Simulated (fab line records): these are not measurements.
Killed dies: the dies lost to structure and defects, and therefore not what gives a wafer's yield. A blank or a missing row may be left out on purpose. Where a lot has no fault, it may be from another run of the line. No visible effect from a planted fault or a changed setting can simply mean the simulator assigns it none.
Problem report in the 8D (eight disciplines) form, filled by code -- flow berkeleyCmos170 -- the parts of the form that need people (team, actions taken, sign-off) are left out

## 1. PROBLEM STATEMENT
rfFwdPowerW at UCB170_V2_ETCH_14 reads a mean of 978.1 W on 2 wafers of 2 lots; wafers without a fault read 698.4 W with a standard deviation of 1.9. So: +99 or more standard deviations from the usual mean.
The step: etches SiO2 in CHF3/CF4/Ar, stops on Al, target depth 1250 nm, time 291 s.
First observed at day 9 17:32: wafer L434.1, on rieDiel-03. Wafers with a number at this step in the record: 36, from 12 lots. The rule behind "out" and "out of limits": a value lying over 4 standard deviations away from the usual mean. All remaining wafers that have a number are taken as sound.

## 2. WHAT IT IS; WHAT IT IS NOT
question,is,is not
which readings at this step,rfFwdPowerW,"drypumpMotorCurrentA, oesProductAu, throttleValvePct"
which lots,"L434, L435","L432, L433, L436, L445, L446, L448, L449, L450, L452, L455"
which wafers of those lots,"L434.1, L435.2","L434.2, L434.3, L435.1, L435.6"
read on which tools,rieDiel-03,"rieDiel-01, rieDiel-04"
when,from day 9 17:32,"up to then (8 sound wafers); but 26 sound wafers of L435, L436, L445, L446, L448, L449, L450, L452, L455 came after"

## 3. SUSPECTS, AND WHAT RULES EACH OUT
Counting: any tool at a process step up to the reading remains a suspect provided it ran every lot that is out. Sound lots after the first of them don't rule it out here, since some wafers of a struck lot are sound.
- plasmaAsher-03 at UCB170_ZERO_STRIP_07 (strips in O2): kept. It processed each lot that is out (first: L434, day 2 08:17); up to then, its last sound lot is L432 (day 1 22:22).
- rieDiel-03 at UCB170_V2_ETCH_14 (etches SiO2 in CHF3/CF4/Ar, stops on Al, target depth 1250 nm, time 291 s): kept. It processed each lot that is out (first: L434, day 9 17:32); up to then, its last sound lot is L432 (day 9 02:50). Its own rfFwdPowerW readings are out on those wafers.
- At UCB170_ZERO_STRIP_07 on plasmaAsher-03, chamber 0 took the sound wafers of the same lots and chamber 1 took the wafers that are out.
- Within rieDiel-03 at UCB170_V2_ETCH_14: the wafers that are out ran in chamber 0; their sound lot-mates ran in chambers 2, 3.
Left after counting: plasmaAsher-03 at UCB170_ZERO_STRIP_07, rieDiel-03 at UCB170_V2_ETCH_14.

## 4. THE CAUSE (what the simulator had put in)
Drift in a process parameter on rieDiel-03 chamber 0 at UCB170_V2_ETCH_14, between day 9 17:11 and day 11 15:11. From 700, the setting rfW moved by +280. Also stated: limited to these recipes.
Counting left 2 suspects, and this tool is among them.

## 5. THE CHAIN OF EFFECTS, in route order
Rows list readings where the struck wafers' mean (over those with a number) sits beyond 3 standard deviations from the usual. Scope: only readings with a usual standard deviation given in the record; hours: median across lots of the time from each lot's start at the first step in this table that gives one to its start at this step; sigmas: change in usual standard deviations.
hours,step,reading,usual,on struck wafers,change,sigmas
0,UCB170_V2_ETCH_14,rfFwdPowerW,698.4 W,978.1,+279.7,+99 or more
0,UCB170_V2_STRIP_15,stripTimeToEndpointS,15.35 s,14.32,-1.03,-9.4
0,UCB170_V2_CD_MEAS_90,cdNm,700.6 nm,705.8,+5.2,+3.3
Process steps it contains:
- UCB170_V2_ETCH_14: etches SiO2 in CHF3/CF4/Ar, stops on Al, target depth 1250 nm, time 291 s.
- UCB170_V2_STRIP_15: strips in O2.

## 6. HOW IT WOULD HAVE BEEN CAUGHT EARLIER
The fault began at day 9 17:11; the first out-of-limits reading in this record came at day 9 17:32, 0 hours later.
